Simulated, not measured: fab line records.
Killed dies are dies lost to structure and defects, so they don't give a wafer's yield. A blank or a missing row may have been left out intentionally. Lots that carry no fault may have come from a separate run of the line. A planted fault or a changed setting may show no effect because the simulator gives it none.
Struck lot and sound lot, side by side | flow rit cmos | 21 steps out of a route of 202
Sound: wafers L912.1, L912.4, L912.6. Struck: wafers L923.2, L923.3, L923.4. The cause is given at the end.
For every step that has rows: the tool of each side, followed by ch and its chambers, followed by its first start. Under that, the readings that differ: sound wafers | struck wafers | difference of the means | sigmas: that difference in standard deviations of wafers without a fault.
alike: a reading whose means differ by less than 2 such deviations, as well as words and numbers matching on both sides. not compared: withheld readings; readings where some wafer has no value; bounds like >300 that might hide an equal value; numbers whose values overlap and for which the record gives no deviation.
A row with sigmas, a row that says differs or no value, or rows on one side alone: a step with any of these is where the two part. Non-overlapping numbers with no deviation appear without sigmas and do not part them. Lack of a reading on every wafer of one side parts them only where that side has two or more wafers.

RIT_GATE_CD_MEAS_16: target cd 150 nm.
  sound on cd sem-01, day 3 04:10; struck on cd sem-01, day 5 17:35
  alike: cd nm
RIT_GATE_OVL_MEAS_17:
  sound on overlay-01, day 3 04:17; struck on overlay-01, day 5 17:41
  alike: GATE_OVL
then, 1 step without rows for these wafers: RIT_GATE_HARDBAKE_18 (time 60 s).
RIT_GATE_ETCH_19: etches poly-Si in SF6/CHF3/O2, stops on SiO2, time 165 s, target depth 312.5 nm.
  sound on rie si-01 ch 0,1,2, day 3 04:28; struck on rie si-02 ch 0,2,3, day 5 17:52
  alike: drypump motor current A, oes product au, throttle valve pct
  not compared: rf hours counter h
RIT_GATE_STRIP_20: strips in O2, time 180 s.
  sound on plasma asher-02 ch 0, day 3 04:34; struck on plasma asher-02 ch 0,1, day 5 17:58
  alike: drypump motor current A
  not compared: rf hours counter h
RIT_GATE_CD_MEAS_90: target cd 150 nm.
  sound on cd sem-01, day 3 04:45; struck on cd sem-02, day 5 18:10
  alike: cd nm
then, 4 steps without rows for these wafers: RIT_REOX_CLEAN_00 (cleans in SC1, time 600 s); RIT_REOX_CLEAN_01 (cleans in dHF, time 30 s); RIT_REOX_CLEAN_02 (cleans in SC2, time 600 s); RIT_REOX_OXIDATION_03 (target thk 25.2 nm, ox time 5580 s).
RIT_REOX_THK_MEAS_04:
  sound on film metro-01, day 3 07:48; struck on film metro-01, day 5 22:08
  alike: REOX_OXIDE_THK
then, 1 step without rows for these wafers: RIT_NLDD_HMDS_00 (prime time 60 s).
RIT_NLDD_COAT_01: resist thk 1000 nm.
  sound on litho track-04 ch 0, day 3 08:01; struck on litho track-04 ch 0, day 5 22:22
  reading                                   | sound           | struck         | difference | sigmas
  model.NOVOLAK_of_NLDD_COAT_01.thk nm (nm) | 996.8 999.8 996 | 1072 1070 1070 | +73        |
  alike: exhaust pa
then, 4 steps without rows for these wafers: RIT_NLDD_SOFTBAKE_02 (time 60 s); RIT_NLDD_EXPOSE_03 (exposes mask M7, target cd 40700 nm); RIT_NLDD_PEB_04; RIT_NLDD_DEVELOP_05 (develop time 50 s).
RIT_NLDD_OVL_MEAS_06:
  sound on overlay-02, day 3 08:43; struck on overlay-01, day 5 23:10
  alike: NLDD_OVL
RIT_NLDD_HARDBAKE_07: time 60 s.
  sound on litho track-03 ch 0, day 3 08:45; struck on litho track-03 ch 0, day 5 23:14
  reading                                   | sound           | struck          | difference | sigmas
  model.NOVOLAK_of_NLDD_COAT_01.thk nm (nm) | 881 883.6 880.2 | 946.6 944.8 945 | +63.9      |
  alike: exhaust pa
following that, these wafers have no rows for 1 step: RIT_NLDD_IMPLANT_08.
RIT_M1_PROBE_99:
  rows exist in the record for the sound wafers here (prober-02, day 4 01:40), none for the struck ones

WHERE THEY PART
Only at RIT_M1_PROBE_99, within this record.

WHY: the cause the simulator had injected
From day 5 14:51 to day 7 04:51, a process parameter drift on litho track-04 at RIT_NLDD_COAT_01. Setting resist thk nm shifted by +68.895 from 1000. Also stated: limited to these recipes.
